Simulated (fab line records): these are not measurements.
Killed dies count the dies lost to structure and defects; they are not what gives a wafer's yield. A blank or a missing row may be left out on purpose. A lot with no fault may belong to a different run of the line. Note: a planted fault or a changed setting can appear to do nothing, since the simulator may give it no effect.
fab line records | flow rit_cmos
[record] lots = 6 | wafers = 18 | last_day = 7
route steps=202 shown NSD@138 PSD@142 SDANNEAL@153 M1@202
lots untouched by any fault: they come from a run of this same line in which no faults occurred
start_h: hours from the record's first day to the start of the lot's first wafer shown | wait_h: hours elapsed since this lot's preceding step | " the same as in the row above | L1.1+2: one row covering several wafers at once | - value missing, or start not given | * or withheld: withheld | < > ~ a bound
route shown NAME@n: a module of which the file shows steps, and the number in the route of the first | usual: mean and standard deviation over wafers with no fault | same: alike in all rows | chamber/n: place in a boat | sites: readings site by site | _std_site: how widely they spread, as a standard deviation | _edge_site: mean of outer sites minus mean of inner sites | radius_mm: how far each site lies from the wafer's centre | mask NAME#n: copy n | behind: the tool/chamber that last shaped the wafer | hold: why the lot went on hold/how many hours it stayed there/how the hold came to an end | device: whichever transistor did not switch (one of n, p or np) | end of line: the tests these same wafers got at the end of their route | step lacking rows: just its recipe | killed: at the first sort, the dies lost to defects and structure; wafer yield is something else | map: per-die view of a wafer (x killed, . not killed, _ where there is no die)
set.NAME: the run value of the setting; set.NAME@STEP: its run value at that earlier step | model.NAME: the simulator's own value behind a step, which no gauge read
certain route steps with their lots: each step a table, each wafer a row
services: the hour from which a tool's chamber was out of use, counted from the record's first day as start_h (under 0 if before that day), plus the number of hours and why
[[steps]]
[step RIT_NSD_HARDBAKE_07]
[recipe] resist = NOVOLAK | temp_c = 140 | time_s = 60
[step RIT_NSD_IMPLANT_08]
[recipe] species = P | energy_kev = 25 | dose_cm2 = 1e+15 | tilt_deg = 7
[step RIT_NSD_STRIP_09]
[recipe] chemistry = O2 | time_s = 180 | resist = NOVOLAK | platen_temp_c = withheld | power_w = 500 | pressure_mtorr = 4000 | o2_flow_sccm = 4000
[usual] drypump_motor_current_A = 5.39/0.21
lot.wafer | tool            | chamber | start_h | wait_h | drypump_motor_current_A | rf_hours_counter_h
L675.4    | plasma_asher-04 | 1       | 66.10   | 0.1    | 5.11                    | -
L675.5    | "               | 0       | "       | "      | 5.58                    | -
L675.6    | "               | 1       | "       | "      | 5.12                    | -
L678.1    | plasma_asher-01 | 1       | 75.91   | 0.1    | 5.15                    | 39
L678.4    | "               | 1       | "       | "      | 5.14                    | -
L678.5    | "               | 1       | "       | "      | 5.11                    | -
L685.2    | plasma_asher-02 | 0       | 107.80  | 0.1    | 5.56                    | 47
L685.4    | "               | 1       | "       | "      | 5.51                    | -
L685.6    | "               | 1       | "       | "      | 5.50                    | -
L687.1    | plasma_asher-02 | 1       | 117.59  | 0.1    | 5.50                    | 48
L687.4    | "               | 0       | "       | "      | 5.60                    | -
L687.5    | "               | 1       | "       | "      | 5.49                    | -
L693.2    | plasma_asher-01 | 1       | 147.78  | 0.1    | 5.13                    | 47
L693.4    | "               | 1       | "       | "      | 5.14                    | -
L693.5    | "               | 0       | "       | "      | 5.51                    | -
L697.3    | plasma_asher-04 | 1       | 167.68  | 0.1    | 5.15                    | -
L697.4    | "               | 0       | "       | "      | 5.65                    | -
L697.5    | "               | 0       | "       | "      | 5.68                    | -
[step RIT_NSD_TW_MEAS_10]
[usual] NSD_TW = 3098/23
lot.wafer | tool          | chamber | start_h | wait_h | NSD_TW
L675.4    | film_metro-03 | -       | 66.25   | 0.1    | 3099
L675.5    | "             | -       | "       | "      | 3100
L675.6    | "             | -       | "       | "      | 3103
L678.1    | film_metro-04 | -       | 76.09   | 0.1    | 3050
L678.4    | "             | -       | "       | "      | 3069
L678.5    | "             | -       | "       | "      | 3058
L685.2    | film_metro-01 | -       | 107.99  | 0.1    | 3105
L685.4    | "             | -       | "       | "      | 3105
L685.6    | "             | -       | "       | "      | 3101
L687.1    | film_metro-01 | -       | 117.76  | 0.1    | 3125
L687.4    | "             | -       | "       | "      | 3103
L687.5    | "             | -       | "       | "      | 3085
L693.2    | film_metro-03 | -       | 147.96  | 0.1    | 3111
L693.4    | "             | -       | "       | "      | 3121
L693.5    | "             | -       | "       | "      | 3111
L697.3    | film_metro-03 | -       | 167.82  | 0.1    | 3112
L697.4    | "             | -       | "       | "      | 3138
L697.5    | "             | -       | "       | "      | 3136
[step RIT_PSD_HMDS_00]
[recipe] prime_time_s = 60 | prime_temp_c = 140
[step RIT_PSD_COAT_01]
[recipe] resist = NOVOLAK | spin_rpm = 3250 | resist_thk_nm = 1000
[step RIT_PSD_SOFTBAKE_02]
[recipe] resist = NOVOLAK | temp_c = 90 | time_s = 60
[step RIT_PSD_EXPOSE_03]
[recipe] mask_id = M10 | na = 0.57 | target_cd_nm = 40900 | dose_mj = 250
[step RIT_PSD_PEB_04]
[recipe] resist = NOVOLAK | temp_c = withheld | time_s = withheld
[step RIT_PSD_DEVELOP_05]
[recipe] resist = NOVOLAK | develop_time_s = 50 | dev_temp_c = 23
[step RIT_PSD_OVL_MEAS_06]
[usual] PSD_OVL = 0.3/1.2
lot.wafer | tool       | chamber | start_h | wait_h | PSD_OVL[nm]
L675.4    | overlay-01 | -       | 67.27   | -      | 1.8
L675.5    | "          | -       | "       | "      | 1.1
L675.6    | "          | -       | "       | "      | 2.1
L678.1    | overlay-01 | -       | 77.00   | -      | 1.4
L678.4    | "          | -       | "       | "      | 0.5
L678.5    | "          | -       | "       | "      | 2.0
L685.2    | overlay-01 | -       | 109.03  | -      | -0.7
L685.4    | "          | -       | "       | "      | 0.4
L685.6    | "          | -       | "       | "      | -1.6
L687.1    | overlay-02 | -       | 118.89  | -      | 1.0
L687.4    | "          | -       | "       | "      | 1.0
L687.5    | "          | -       | "       | "      | 0.1
L693.2    | overlay-02 | -       | 148.87  | -      | 0.5
L693.4    | "          | -       | "       | "      | -0.3
L693.5    | "          | -       | "       | "      | 0.9
L697.3    | overlay-01 | -       | 168.93  | -      | 0.5
L697.4    | "          | -       | "       | "      | 1.3
L697.5    | "          | -       | "       | "      | 1.0
[step RIT_PSD_HARDBAKE_07]
[recipe] resist = NOVOLAK | temp_c = 140 | time_s = 60
[step RIT_PSD_IMPLANT_08]
[recipe] species = BF2 | energy_kev = 27 | dose_cm2 = 5e+15 | tilt_deg = 7
[usual] beam_energy_keV = 27.000/0.0084 | dose_ions_cm2 = 5e+15/5.4e+12
lot.wafer | tool         | chamber | start_h | wait_h | beam_energy_keV | dose_ions_cm2 | model.implant.rp_nm | model.implant.drp_nm
L675.4    | implanter-01 | 0       | 67.52   | 0.1    | 26.984          | 4.998e+15     | 21.64               | 12.05
L675.5    | "            | 0       | "       | "      | 26.983          | 4.996e+15     | 21.64               | 12.05
L675.6    | "            | 0       | "       | "      | 26.996          | 4.997e+15     | 21.64               | 12.05
L678.1    | implanter-03 | 0       | 77.19   | 0.1    | 27.016          | 4.993e+15     | 22.19               | 12.05
L678.4    | "            | 0       | "       | "      | 27.000          | 5.005e+15     | 22.19               | 12.05
L678.5    | "            | 0       | "       | "      | 27.013          | 5.002e+15     | 22.19               | 12.05
L685.2    | implanter-01 | 0       | 109.23  | 0.1    | 25.182          | 5.001e+15     | 20.96               | 11.46
L685.4    | "            | 0       | "       | "      | 25.168          | 4.997e+15     | 20.96               | 11.46
L685.6    | "            | 0       | "       | "      | 25.168          | 4.998e+15     | 20.96               | 11.46
L687.1    | implanter-01 | 0       | 119.08  | 0.1    | 25.163          | 4.997e+15     | 20.48               | 11.46
L687.4    | "            | 0       | "       | "      | 25.151          | 5.002e+15     | 20.48               | 11.46
L687.5    | "            | 0       | "       | "      | 25.171          | 4.999e+15     | 20.48               | 11.46
L693.2    | implanter-02 | 0       | 149.07  | 0.1    | 27.011          | 5.012e+15     | 21.88               | 12.05
L693.4    | "            | 0       | "       | "      | 26.998          | 5.006e+15     | 21.88               | 12.05
L693.5    | "            | 0       | "       | "      | 26.997          | 5.001e+15     | 21.88               | 12.05
L697.3    | implanter-03 | 0       | 169.16  | 0.1    | 26.993          | 4.999e+15     | 22.11               | 12.05
L697.4    | "            | 0       | "       | "      | 27.004          | 4.995e+15     | 22.11               | 12.05
L697.5    | "            | 0       | "       | "      | 27.003          | 4.998e+15     | 22.11               | 12.05
[step RIT_PSD_STRIP_09]
[recipe] chemistry = O2 | time_s = 180 | resist = NOVOLAK | platen_temp_c = withheld | power_w = 500 | pressure_mtorr = 4000 | o2_flow_sccm = 4000
[usual] drypump_motor_current_A = 5.8/0.52
lot.wafer | tool            | chamber | start_h | wait_h | drypump_motor_current_A | rf_hours_counter_h
L675.4    | plasma_asher-03 | 0       | 67.65   | 0.1    | 5.9                     | -
L675.5    | "               | 1       | "       | "      | 6.7                     | -
L675.6    | "               | 0       | "       | "      | 5.9                     | -
L678.1    | plasma_asher-01 | 0       | 77.34   | 0.1    | 5.5                     | 39
L678.4    | "               | 0       | "       | "      | 5.5                     | -
L678.5    | "               | 1       | "       | "      | 5.2                     | -
L685.2    | plasma_asher-02 | 1       | 109.36  | 0.1    | 5.5                     | 47
L685.4    | "               | 1       | "       | "      | 5.5                     | -
L685.6    | "               | 0       | "       | "      | 5.5                     | -
L687.1    | plasma_asher-03 | 0       | 119.23  | 0.1    | 5.9                     | 0
L687.4    | "               | 1       | "       | "      | 6.7                     | -
L687.5    | "               | 0       | "       | "      | 5.9                     | -
L693.2    | plasma_asher-02 | 1       | 149.20  | 0.1    | 5.5                     | 52
L693.4    | "               | 1       | "       | "      | 5.5                     | -
L693.5    | "               | 0       | "       | "      | 5.6                     | -
L697.3    | plasma_asher-02 | 1       | 169.31  | 0.1    | 5.5                     | -
L697.4    | "               | 0       | "       | "      | 5.6                     | -
L697.5    | "               | 1       | "       | "      | 5.5                     | -
[step RIT_PSD_TW_MEAS_10]
[usual] PSD_TW = 3409/24
lot.wafer | tool          | chamber | start_h | wait_h | PSD_TW
L675.4    | film_metro-01 | -       | 67.80   | 0.1    | 3425
L675.5    | "             | -       | "       | "      | 3403
L675.6    | "             | -       | "       | "      | 3432
L678.1    | film_metro-01 | -       | 77.51   | 0.1    | 3433
L678.4    | "             | -       | "       | "      | 3462
L678.5    | "             | -       | "       | "      | 3424
L685.2    | film_metro-03 | -       | 109.54  | 0.1    | 3390
L685.4    | "             | -       | "       | "      | 3354
L685.6    | "             | -       | "       | "      | 3370
L687.1    | film_metro-01 | -       | 119.40  | 0.1    | 3365
L687.4    | "             | -       | "       | "      | 3339
L687.5    | "             | -       | "       | "      | 3362
L693.2    | film_metro-04 | -       | 149.38  | 0.1    | 3396
L693.4    | "             | -       | "       | "      | 3402
L693.5    | "             | -       | "       | "      | 3394
L697.3    | film_metro-01 | -       | 169.45  | 0.1    | 3413
L697.4    | "             | -       | "       | "      | 3445
L697.5    | "             | -       | "       | "      | 3430
[step RIT_SDANNEAL_CLEAN_00]
[recipe] chemistry = SC1 | mix = 3:3:50 | time_s = 600 | temp_c = 75
[step RIT_SDANNEAL_CLEAN_01]
[recipe] chemistry = dHF | dilution = 50:1 | time_s = 30
[step RIT_SDANNEAL_CLEAN_02]
[recipe] chemistry = SC2 | mix = 3:3:50 | time_s = 600 | temp_c = 75 | dry = n2_spin
[step RIT_SDANNEAL_RTA_03]
[recipe] temp_c = 1050 | time_s = 5 | idle_temp_c = 600 | ramp_up_c_per_s = 342 | ramp_down_c_per_s = 171 | cool_to_c = 600 | ambient = N2
[usual] wafer_temp_C_max = 1053.5/1.1
lot.wafer | tool          | chamber | start_h | wait_h | wafer_temp_C_max
L675.4    | rtp_anneal-01 | 0       | 68.61   | 0.0    | 1053.0
L675.5    | "             | 0       | "       | "      | 1052.2
L675.6    | "             | 0       | "       | "      | 1053.3
L678.1    | rtp_anneal-01 | 0       | 77.94   | 0.0    | 1056.6
L678.4    | "             | 0       | "       | "      | 1056.5
L678.5    | "             | 0       | "       | "      | 1054.7
L685.2    | rtp_anneal-02 | 0       | 110.04  | 0.0    | 1054.0
L685.4    | "             | 0       | "       | "      | 1053.0
L685.6    | "             | 0       | "       | "      | 1053.5
L687.1    | rtp_anneal-02 | 0       | 119.86  | 0.0    | 1054.6
L687.4    | "             | 0       | "       | "      | 1052.6
L687.5    | "             | 0       | "       | "      | 1052.0
L693.2    | rtp_anneal-02 | 0       | 149.82  | 0.0    | 1053.3
L693.4    | "             | 0       | "       | "      | 1052.2
L693.5    | "             | 0       | "       | "      | 1053.7
L697.3    | rtp_anneal-02 | 0       | 169.96  | 0.0    | 1053.0
L697.4    | "             | 0       | "       | "      | 1053.5
L697.5    | "             | 0       | "       | "      | 1052.1
[step RIT_SDANNEAL_RS_MEAS_04]
[recipe] thk_meas_gauge = four-point-probe
[usual] PSD_RS = 115.9/0.34
lot.wafer | tool          | chamber | start_h | wait_h | hold                     | PSD_RS[ohm/sq]
L675.4    | film_metro-03 | -       | 68.69   | 0.1    | -                        | 115.6
L675.5    | "             | -       | "       | "      | -                        | 115.6
L675.6    | "             | -       | "       | "      | -                        | 116.0
L678.1    | film_metro-04 | -       | 78.00   | 0.0    | -                        | 116.1
L678.4    | "             | -       | "       | "      | -                        | 115.9
L678.5    | "             | -       | "       | "      | -                        | 116.0
L685.2    | film_metro-03 | -       | 110.10  | 0.1    | await_dispo/0.2h/release | 119.5
L685.4    | "             | -       | "       | "      | await_dispo/0.2h/release | 120.3
L685.6    | "             | -       | "       | "      | await_dispo/0.2h/release | 119.9
L685.2    | film_metro-03 | -       | 110.46  | 0.3    | -                        | 119.7
L685.4    | "             | -       | "       | "      | -                        | 120.1
L685.6    | "             | -       | "       | "      | -                        | 120.0
L687.1    | film_metro-04 | -       | 119.92  | 0.0    | await_dispo/0.2h/release | 119.9
L687.4    | "             | -       | "       | "      | await_dispo/0.2h/release | 120.3
L687.5    | "             | -       | "       | "      | await_dispo/0.2h/release | 120.0
L687.1    | film_metro-04 | -       | 120.28  | 0.3    | -                        | 120.1
L687.4    | "             | -       | "       | "      | -                        | 120.5
L687.5    | "             | -       | "       | "      | -                        | 120.3
L693.2    | film_metro-04 | -       | 149.89  | 0.1    | -                        | 116.0
L693.4    | "             | -       | "       | "      | -                        | 116.2
L693.5    | "             | -       | "       | "      | -                        | 116.4
L697.3    | film_metro-03 | -       | 170.04  | 0.1    | -                        | 115.4
L697.4    | "             | -       | "       | "      | -                        | 115.3
L697.5    | "             | -       | "       | "      | -                        | 115.4
[step RIT_SDANNEAL_RS_MEAS_05]
[recipe] thk_meas_gauge = four-point-probe
[usual] NSD_RS = 84.57/0.3
lot.wafer | tool          | chamber | start_h | wait_h | hold                     | NSD_RS[ohm/sq]
L675.4    | film_metro-03 | -       | 68.81   | 0.1    | -                        | 84.52
L675.5    | "             | -       | "       | "      | -                        | 84.66
L675.6    | "             | -       | "       | "      | -                        | 84.55
L678.1    | film_metro-04 | -       | 78.12   | 0.1    | -                        | 84.63
L678.4    | "             | -       | "       | "      | -                        | 84.74
L678.5    | "             | -       | "       | "      | -                        | 84.56
L685.2    | film_metro-03 | -       | 113.03  | 2.5    | await_dispo/2.4h/release | 85.00
L685.4    | "             | -       | "       | "      | await_dispo/2.4h/release | 84.74
L685.6    | "             | -       | "       | "      | await_dispo/2.4h/release | 84.95
L687.1    | film_metro-04 | -       | 122.01  | 1.7    | await_dispo/1.6h/release | 84.10
L687.4    | "             | -       | "       | "      | await_dispo/1.6h/release | 84.33
L687.5    | "             | -       | "       | "      | await_dispo/1.6h/release | 84.45
L693.2    | film_metro-04 | -       | 150.01  | 0.1    | -                        | 84.53
L693.4    | "             | -       | "       | "      | -                        | 84.75
L693.5    | "             | -       | "       | "      | -                        | 84.43
L697.3    | film_metro-03 | -       | 170.16  | 0.1    | -                        | 84.07
L697.4    | "             | -       | "       | "      | -                        | 84.31
L697.5    | "             | -       | "       | "      | -                        | 84.26
[step RIT_M1_PROBE_99]
[usual] killed_at_contacts = 0.0/0.18 | killed_at_front_end = 7/3 | killed_dies = 7/3 | killed_open = 3.6/1.9 | killed_short = 3.2/1.8
[same] gross_dies = 264 | killed_at_M0_to_M3 = 0 | killed_at_M4_up = 0 | killed_at_back_side = 0 | killed_at_other = 0
lot.wafer | tool      | chamber | start_h | wait_h | killed_at_contacts | killed_at_front_end | killed_dies | killed_open | killed_short
L675.4    | prober-02 | -       | 76.03   | 0.2    | 0                  | 6                   | 6           | 2           | 4
L675.5    | prober-02 | -       | 76.08   | 0.2    | 0                  | 10                  | 10          | 6           | 4
L675.6    | prober-02 | -       | 76.13   | 0.2    | 0                  | 4                   | 4           | 2           | 2
L678.1    | prober-02 | -       | 85.41   | 0.1    | 0                  | 4                   | 4           | 2           | 2
L678.4    | prober-02 | -       | 85.56   | 0.2    | 0                  | 7                   | 7           | 2           | 5
L678.5    | prober-02 | -       | 85.61   | 0.2    | 0                  | 4                   | 4           | 2           | 2
L685.2    | prober-01 | -       | 121.21  | 0.1    | 0                  | 5                   | 5           | 3           | 2
L685.4    | prober-01 | -       | 121.31  | 0.2    | 0                  | 7                   | 7           | 5           | 2
L685.6    | prober-01 | -       | 121.41  | 0.2    | 1                  | 6                   | 7           | 2           | 5
L687.1    | prober-01 | -       | 130.31  | 0.1    | 0                  | 11                  | 11          | 7           | 4
L687.4    | prober-01 | -       | 130.46  | 0.2    | 0                  | 7                   | 7           | 4           | 3
L687.5    | prober-01 | -       | 130.51  | 0.2    | 0                  | 12                  | 12          | 7           | 5
L693.2    | prober-01 | -       | 157.60  | 0.1    | 0                  | 9                   | 9           | 4           | 5
L693.4    | prober-01 | -       | 157.70  | 0.2    | 0                  | 1                   | 1           | 1           | 0
L693.5    | prober-01 | -       | 157.75  | 0.2    | 0                  | 5                   | 5           | 2           | 3
L697.3    | prober-01 | -       | 177.76  | 0.2    | 0                  | 2                   | 2           | 1           | 1
L697.4    | prober-01 | -       | 177.81  | 0.2    | 0                  | 8                   | 8           | 4           | 4
L697.5    | prober-01 | -       | 177.86  | 0.2    | 0                  | 4                   | 4           | 2           | 2
// killed by level:class
L675.4 FOX1:geometric_particle:short=1 FOX1:geometric_particle:open=1 GATE:geometric_particle:short=1 REOX:geometric_particle:short=1 SPACER:geometric_particle:short=1 SPACER:geometric_particle:open=1
L675.5 FOX1:geometric_particle:open=2 GATE:geometric_particle:open=2 SILICIDE:geometric_particle:short=2 GATE:geometric_particle:short=1 REOX:geometric_particle:open=1 REOX:geometric_particle:short=1 SILICIDE:geometric_particle:open=1
L675.6 GATE:geometric_particle:open=2 FOX1:geometric_particle:short=1 REOX:geometric_particle:short=1
L678.1 GATE:geometric_particle:short=1 FOX2:geometric_particle:open=1 GATE:geometric_particle:open=1 REOX:geometric_particle:short=1
L678.4 GATE:geometric_particle:short=3 FOX1:geometric_particle:short=2 FOX1:geometric_particle:open=1 SPACER:geometric_particle:open=1
L678.5 GATE:geometric_particle:open=1 REOX:geometric_particle:short=1 SPACER:geometric_particle:short=1 SILICIDE:geometric_particle:open=1
L685.2 GATE:geometric_particle:short=2 GATE:geometric_particle:open=2 SPACER:geometric_particle:open=1
L685.4 FOX1:geometric_particle:open=2 GATE:geometric_particle:open=2 FOX1:geometric_particle:short=1 GATE:geometric_particle:short=1 SPACER:geometric_particle:open=1
L685.6 GATE:geometric_particle:short=2 SILICIDE:geometric_particle:open=2 SPACER:geometric_particle:short=1 SILICIDE:geometric_particle:short=1 CONTACT:geometric_particle:short=1
L687.1 GATE:geometric_particle:open=5 REOX:geometric_particle:open=2 REOX:geometric_particle:short=2 GATE:geometric_particle:short=1 SPACER:geometric_particle:short=1
L687.4 GATE:geometric_particle:short=2 GATE:geometric_particle:open=2 FOX1:geometric_particle:short=1 REOX:geometric_particle:open=1 SPACER:geometric_particle:open=1
L687.5 GATE:geometric_particle:open=3 REOX:geometric_particle:open=3 REOX:geometric_particle:short=3 FOX1:geometric_particle:short=1 SILICIDE:geometric_particle:open=1 SILICIDE:geometric_particle:short=1
L693.2 GATE:geometric_particle:short=4 SPACER:geometric_particle:open=2 FOX1:geometric_particle:open=1 FOX2:geometric_particle:short=1 GATE:geometric_particle:open=1
L693.4 SPACER:geometric_particle:open=1
L693.5 FOX1:geometric_particle:short=1 REOX:geometric_particle:short=1 SPACER:geometric_particle:short=1 SPACER:geometric_particle:open=1 SILICIDE:geometric_particle:open=1
L697.3 FOX2:geometric_particle:open=1 GATE:geometric_particle:short=1
L697.4 GATE:geometric_particle:short=3 GATE:geometric_particle:open=2 FOX2:geometric_particle:open=1 REOX:geometric_particle:open=1 SILICIDE:geometric_particle:short=1
L697.5 GATE:geometric_particle:open=1 REOX:geometric_particle:short=1 REOX:geometric_particle:open=1 SPACER:geometric_particle:short=1
[[services]]
tool            | chamber | start_h | hours | kind
implanter-01    | -       | 49.99   | 3.0   | repair
implanter-02    | -       | 51.63   | 2.8   | repair
plasma_asher-04 | -       | 73.26   | 1.3   | repair
plasma_asher-03 | -       | 108.75  | 9.0   | pm
plasma_asher-03 | 0       | 108.75  | 9.0   | vent_cycle
plasma_asher-03 | 1       | 108.75  | 9.0   | vent_cycle
plasma_asher-03 | 0       | 117.75  | -     | clean
plasma_asher-03 | 1       | 117.75  | -     | clean
plasma_asher-04 | -       | 131.30  | 3.8   | repair
plasma_asher-02 | -       | 153.93  | 14.6  | pm
implanter-03    | -       | 156.40  | 3.4   | pm
plasma_asher-04 | -       | 157.03  | 1.3   | repair
[[key]]
[first_sign] step = RIT_PSD_IMPLANT_08 | reading = beam_energy_keV | direction = down | sigmas = 99+ | usual = 27.000 | struck = 25.167
[effect] step = RIT_PSD_TW_MEAS_10 | reading = PSD_TW | direction = down | sigmas = 1.9 | usual = 3409 | struck = 3363
[effect] step = RIT_SDANNEAL_RS_MEAS_04 | reading = visit | direction = added
[effect] step = RIT_SDANNEAL_RS_MEAS_04 | reading = PSD_RS | direction = up | sigmas = 12 | usual = 115.9 | struck = 120.0
[model_effect] step = RIT_PSD_IMPLANT_08 | value = implant.rp_nm | without = 21.92 | struck = 20.72
met_at RIT_PSD_IMPLANT_08
struck_wafers L685.2,L685.4,L685.6,L687.1,L687.4,L687.5
tester_left_out L685,L687
onset_between 67.52 109.23
[fault] kind = process_parameter_drift | tool = implanter-01 | chamber = - | onset_h = 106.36 | steps = RIT_PSD_IMPLANT_08 | channel = energy_kev | offset = -1.8301 | shape = step | end_h = 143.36 | acts_in = these_recipes_only | stated = 27
// tester_left_out: of these lots the tester's yield and bins aren't shown, on N5 and GAA mostly nor the transistor test; their killed dies are dies lost to structure and defects alone, not to doping, threshold or leakage, so they don't give the yield
